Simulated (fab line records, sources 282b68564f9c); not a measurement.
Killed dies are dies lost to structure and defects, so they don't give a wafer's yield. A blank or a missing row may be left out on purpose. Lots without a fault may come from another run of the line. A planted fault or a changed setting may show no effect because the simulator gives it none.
Problem report in the 8D (eight disciplines) form, filled by code | flow rit_cmos | the parts of the form that need people (team, actions taken, sign-off) are left out

1. THE PROBLEM
run_length_s at RIT_CONTACT_CLEAN_13 reads a mean of 1072 s on 6 wafers of 2 lots; wafers without a fault read 628 s with a standard deviation of 4. That is +99 or more standard deviations from the usual mean.
The step: cleans in SC1, time 600 s.
First seen on wafer L212.2, day 5 19:26, on wet_bench-01. The record holds 42 wafers of 14 lots with a number at this step. Rule for "out", or "out of limits": more than 4 standard deviations from the usual mean. The other wafers with a number count as sound.

2. WHAT IT IS AND WHAT IT IS NOT
question                    | is                     | is not
which readings at this step | run_length_s           | -
which lots                  | L212, L215             | L202, L204, L205, L206, L207, L211, L217, L218, L219, L220, L221, L224
which wafers of those lots  | all that have a number | -
read on which tools         | wet_bench-01           | wet_bench-02, wet_bench-03
when                        | from day 5 19:26       | up to then (18 sound wafers); but 18 sound wafers of L217, L218, L219, L220, L221, L224 came after

3. SUSPECTS, AND WHAT RULES EACH OUT
Counting: a tool at a process step up to the reading stays a suspect if it ran every lot that is out and no sound lot after the first of them.
- wet_bench-01 at RIT_CONTACT_CLEAN_13 (cleans in SC1, time 600 s): kept. It ran every lot that is out, first L212 (day 5 19:26), and no sound lot after that; its last sound lot up to then is L204 (day 3 20:50). Its own readings are out on those wafers: run_length_s.
Left after counting: wet_bench-01 at RIT_CONTACT_CLEAN_13.

4. THE CAUSE (what the simulator had put in)
Process parameter drift: wet_bench-01, from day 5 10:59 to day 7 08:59, at RIT_CONTACT_CLEAN_13. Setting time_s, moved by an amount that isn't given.
Counting left only this tool.

5. THE CHAIN OF EFFECTS, in route order
Each row: a reading whose mean over the struck wafers that have a number lies more than 3 standard deviations from the usual. Only readings for which the record gives a usual standard deviation are gone through. hours: the time from each lot's start at the first step in this table that gives one to its start at this step, as a median over the lots. sigmas: the change in usual standard deviations.
hours | step                 | reading      | usual | on struck wafers | change | sigmas
0     | RIT_CONTACT_CLEAN_13 | run_length_s | 628 s | 1072             | +444   | +99 or more
The process steps in it:
- RIT_CONTACT_CLEAN_13: cleans in SC1, time 600 s.

6. WHAT WOULD HAVE CAUGHT IT SOONER
In this record the first reading out of limits was taken at day 5 19:26, 8 hours after the fault began at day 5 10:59.
